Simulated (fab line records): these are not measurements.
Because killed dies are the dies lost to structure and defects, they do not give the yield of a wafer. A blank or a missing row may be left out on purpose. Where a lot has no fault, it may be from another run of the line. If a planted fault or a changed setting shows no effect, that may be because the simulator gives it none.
Chamber matching -- flow berkeleyCmos170 -- UCB170_SPACER_CVD_00 on pecvd-04 has 3 sister chambers
The step deposits SiO2 from TEOS/O2, target thk 376 nm, time 47 s. 14 wafers are shown with their chamber, then 7 later ones without.

## WAFERS WITH THEIR CHAMBER
wafer,chamber,heaterPowerW (W),rfFwdPowerW (W)
L328.3,1,340,542.1
L328.5,0,201,543.2
L328.6,2,256,544.9
L330.1,0,267,543.4
L330.2,1,343,542.1
L330.6,2,313,540.1
L331.1,2,310,544.5
L331.2,1,339,544.7
L331.5,0,232,542.8
L336.2,2,287,541.7
L336.5,2,294,542.5
L336.6,0,198,545.7
L337.3,1,344,542.7
L337.4,2,300,538.9

SIGNATURES, as means of the wafers listed above
reading,chamber 0,chamber 1,chamber 2,scatter within a chamber
heaterPowerW,224.50,341.50,293.33,21.9
rfFwdPowerW,543.775,542.900,542.100,1.85
Rule: distance of a wafer from a chamber = root of the sum over the readings of ((wafer's reading minus chamber's mean) / reading's scatter) squared. If the next closest chamber is less than 2 further off than the closest, the wafer can't be placed; otherwise it belongs to the closest. The scatter is the square root of a quotient: the sum, over the shown wafers, of each reading's squared deviation from its chamber's mean, divided by wafers minus chambers.

## WAFERS WITH NO CHAMBER GIVEN
wafer,heaterPowerW (W),rfFwdPowerW (W)
L337.6,243,544.7
L344.1,221,545.2
L344.3,257,543.3
L344.4,238,546.0
L349.1,271,544.4
L349.4,294,543.6
L349.5,288,541.4

## CHAMBER TAKEN BY EACH
wafer,from the rows above,in truth
L337.6,can't be placed: 0 or 2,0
L344.1,0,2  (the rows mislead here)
L344.3,can't be placed: 0 or 2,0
L344.4,can't be placed: 0 or 2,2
L349.1,can't be placed: 2 or 0 or 1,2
L349.4,can't be placed: 2 or 1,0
L349.5,2,2
Placed correctly: 1 of 7. Not placeable from these rows: 5 (in 4, the candidates include the true chamber). 1 placed wrongly.
